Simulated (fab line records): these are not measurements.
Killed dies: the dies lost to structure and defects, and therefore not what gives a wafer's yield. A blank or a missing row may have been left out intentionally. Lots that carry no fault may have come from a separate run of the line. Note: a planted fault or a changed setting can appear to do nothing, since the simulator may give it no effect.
What tool caused it? | flow berkeley-cmos170 | 42 wafers from 14 lots sampled at 4 of the route's 331 steps

WHAT THE GAUGES SHOWED, per wafer
UCB170_NSD_TW_MEAS_10. Usual: NSD_TW gives 4181 (standard deviation 36).
lot  | measured     | on            | NSD_TW         | flag
L562 | day 6 12:28  | film-metro-03 | 4197 4205 4202 |
L564 | day 6 22:18  | film-metro-02 | 4153 4168 4164 |
L566 | day 7 06:50  | film-metro-02 | 4178 4144 4144 |
L565 | day 7 06:59  | film-metro-01 | 4204 4218 4224 |
L567 | day 8 01:28  | film-metro-01 | 4229 4253 4245 |
L569 | day 8 09:56  | film-metro-01 | 4227 4239 4239 |
L571 | day 8 14:59  | film-metro-01 | 4009 4019 4005 | OFF
L573 | day 8 15:11  | film-metro-03 | 4154 4159 4144 |
L570 | day 8 15:34  | film-metro-03 | 4175 4169 4177 |
L568 | day 8 15:50  | film-metro-01 | 3997 4007 3998 | OFF
L572 | day 9 06:19  | film-metro-02 | 4127 4164 4126 |
L581 | day 10 15:47 | film-metro-02 | 4165 4142 4156 |
L579 | day 10 16:04 | film-metro-02 | 4176 4185 4152 |
L584 | day 11 12:41 | film-metro-01 | 4190 4193 4203 |

UCB170_SDANNEAL_RS_MEAS_03: measurement is done with a four-point probe. Usual: NSD_RS gives 37.24 ohm/sq (standard deviation 0.12).
lot  | measured     | on            | NSD_RS (ohm/sq)   | flag
L562 | day 6 15:03  | film-metro-01 | 37.14 37.17 37.26 |
L564 | day 6 23:32  | film-metro-03 | 37.46 37.29 37.30 |
L566 | day 7 08:33  | film-metro-01 | 37.18 37.37 37.37 |
L565 | day 7 10:25  | film-metro-01 | 37.13 37.18 37.07 |
L567 | day 8 03:29  | film-metro-03 | 37.23 37.15 37.19 |
L569 | day 8 12:08  | film-metro-02 | 37.52 37.52 37.56 |
L571 | day 8 16:13  | film-metro-01 | 49.25 49.31 49.31 | OFF
L573 | day 8 16:35  | film-metro-02 | 37.27 37.26 37.39 |
L570 | day 8 16:47  | film-metro-03 | 37.25 37.41 37.31 |
L568 | day 8 17:08  | film-metro-02 | 49.05 49.20 49.19 | OFF
L572 | day 9 07:32  | film-metro-01 | 37.25 37.20 37.16 |
L581 | day 10 19:16 | film-metro-03 | 37.26 37.20 37.27 |
L579 | day 10 19:27 | film-metro-02 | 37.16 37.10 37.17 |
L584 | day 11 14:04 | film-metro-01 | 37.06 37.10 37.05 |

WHAT TOOL EACH LOT RAN ON (gives the tool, then ch and the chambers of the sampled wafers, and finally the start)
lot  | UCB170_NSD_IMPLANT_08           | UCB170_NSD_STRIP_09
L562 | implanter-02 ch 0, day 6 12:14  | plasma-asher-03 ch 0,1, day 6 12:22
L564 | implanter-04 ch 0, day 6 22:04  | plasma-asher-03 ch 0,1, day 6 22:11
L566 | implanter-03 ch 0, day 7 06:33  | plasma-asher-03 ch 0,1, day 7 06:42
L565 | implanter-02 ch 0, day 7 06:44  | plasma-asher-02 ch 0,1, day 7 06:53
L567 | implanter-03 ch 0, day 8 01:13  | plasma-asher-02 ch 0,1, day 8 01:22
L569 | implanter-03 ch 0, day 8 09:43  | plasma-asher-01 ch 0,1, day 8 09:50
L571 | implanter-03 ch 0, day 8 14:44  | plasma-asher-02 ch 0,1, day 8 14:53
L573 | implanter-02 ch 0, day 8 14:58  | plasma-asher-03 ch 0,1, day 8 15:05
L570 | implanter-02 ch 0, day 8 15:20  | plasma-asher-02 ch 0,1, day 8 15:27
L568 | implanter-03 ch 0, day 8 15:37  | plasma-asher-01 ch 0,1, day 8 15:44
L572 | implanter-04 ch 0, day 9 06:05  | plasma-asher-01 ch 0,1, day 9 06:13
L581 | implanter-02 ch 0, day 10 15:32 | plasma-asher-01 ch 0,1, day 10 15:41
L579 | implanter-02 ch 0, day 10 15:49 | plasma-asher-01 ch 0,1, day 10 15:58
L584 | implanter-02 ch 0, day 11 12:23 | plasma-asher-03 ch 0,1, day 11 12:31
- UCB170_NSD_IMPLANT_08
- UCB170_NSD_STRIP_09: strips in O2.

AS READ BY THE TOOLS THEMSELVES (means over the sampled wafers that have a number; for cases with no such wafer, the mark the record gives instead)
UCB170_NSD_IMPLANT_08. Usual: dose-ions-cm2 3e+15, standard deviation 3.6e+12; end-station-pressure-torr 1.26e-05 Torr, standard deviation 6.6e-07; faraday-current-uA 9262, standard deviation 180.
lot  | tool         | dose-ions-cm2 | end-station-pressure-torr (Torr) | faraday-current-uA | flag
L562 | implanter-02 | 3e+15         | 1.26e-05                         | 9180               |
L564 | implanter-04 | 3e+15         | 1.33e-05                         | 9276               |
L566 | implanter-03 | 3e+15         | 1.24e-05                         | 9286               |
L565 | implanter-02 | 3e+15         | 1.23e-05                         | 9269               |
L567 | implanter-03 | 3e+15         | 1.26e-05                         | 9407               |
L569 | implanter-03 | 3e+15         | 1.27e-05                         | 9145               |
L571 | implanter-03 | 2e+15         | 9.67e-06                         | 5862               | OFF
L573 | implanter-02 | 3e+15         | 1.21e-05                         | 9386               |
L570 | implanter-02 | 3e+15         | 1.24e-05                         | 9228               |
L568 | implanter-03 | 2e+15         | 1.01e-05                         | 5781               | OFF
L572 | implanter-04 | 3e+15         | 1.29e-05                         | 9288               |
L581 | implanter-02 | 3e+15         | 1.27e-05                         | 9309               |
L579 | implanter-02 | 3e+15         | 1.26e-05                         | 9324               |
L584 | implanter-02 | 3e+15         | 1.26e-05                         | 9273               |

UCB170_NSD_STRIP_09. Usual: drypump-motor-current-A 5.9 A, standard deviation 0.5; o2-flow-sccm 399.9 sccm, standard deviation 1.2; oes-product-au 0.534 a.u., standard deviation 0.0047; strip-time-to-endpoint-s 35.82 s, standard deviation 0.072.
lot  | tool            | drypump-motor-current-A (A) | o2-flow-sccm (sccm) | oes-product-au (a.u.) | strip-time-to-endpoint-s (s) | flag
L562 | plasma-asher-03 | 6.2                         | 401.0               | 0.531                 | 35.88                        |
L564 | plasma-asher-03 | 6.2                         | 399.3               | 0.534                 | 35.75                        |
L566 | plasma-asher-03 | 6.2                         | 400.5               | 0.538                 | 35.78                        |
L565 | plasma-asher-02 | 5.3                         | 400.9               | 0.534                 | 35.89                        |
L567 | plasma-asher-02 | 5.3                         | 401.2               | 0.534                 | 35.81                        |
L569 | plasma-asher-01 | 6.0                         | 399.8               | 0.535                 | 35.74                        |
L571 | plasma-asher-02 | 5.3                         | 399.2               | 0.572                 | 31.46                        | OFF
L573 | plasma-asher-03 | 6.1                         | 399.6               | 0.535                 | 35.81                        |
L570 | plasma-asher-02 | 5.8                         | 399.4               | 0.534                 | 35.82                        |
L568 | plasma-asher-01 | 6.0                         | 399.9               | 0.577                 | 31.45                        | OFF
L572 | plasma-asher-01 | 5.9                         | 400.2               | 0.532                 | 35.79                        |
L581 | plasma-asher-01 | 5.9                         | 399.9               | 0.535                 | 35.87                        |
L579 | plasma-asher-01 | 6.0                         | 399.7               | 0.533                 | 35.94                        |
L584 | plasma-asher-03 | 6.1                         | 399.5               | 0.533                 | 35.95                        |

THE ANSWER, worked out from the rows above alone
Rule: a lot is off if the mean of its wafers that have a number lies more than 3 standard deviations from the usual mean. Also off: a lot with no number at a reading for which 4 or more lots have one. The other lots that the step has rows for count as sound. After the gauges, taken in route order, come the tools' own readings; for these a lot's mean is taken, as printed above. At the first step where some lot is off, the reading lying furthest off is the one used; lots without a number count as furthest.
Off: L571, L568, seen at UCB170_NSD_TW_MEAS_10 (NSD_TW).
A tool fits if, at a process step before that reading, it ran every lot that is off, and no sound lot after the first of them. The gauges at UCB170_NSD_TW_MEAS_10 aren't tried: what is off there is off at UCB170_NSD_IMPLANT_08 too, on other tools, and a gauge's error can't cause that. One fits: UCB170_NSD_IMPLANT_08 on implanter-03. Its last sound lot is L569 (day 8 09:43), its first lot that is off L571 (day 8 14:44): a fault that began between those two fits.
The tool's own readings at UCB170_NSD_IMPLANT_08 bear it out: on the lots that are off they differ by more than 5 times the standard deviation of the sound lots' means. dose-ions-cm2 reads 2e+15 there against 3e+15 on the sound lots; end-station-pressure-torr reads 9.89e-06 Torr there against 1.26e-05 Torr on the sound lots; faraday-current-uA reads 5822 there against 9281 on the sound lots.

WHAT THE SIMULATOR HAD INSERTED
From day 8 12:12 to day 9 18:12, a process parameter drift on implanter-03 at UCB170_NSD_IMPLANT_08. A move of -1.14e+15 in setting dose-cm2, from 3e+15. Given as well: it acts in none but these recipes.
Lots struck among those shown: L571, L568. This agrees with what the rule above found.
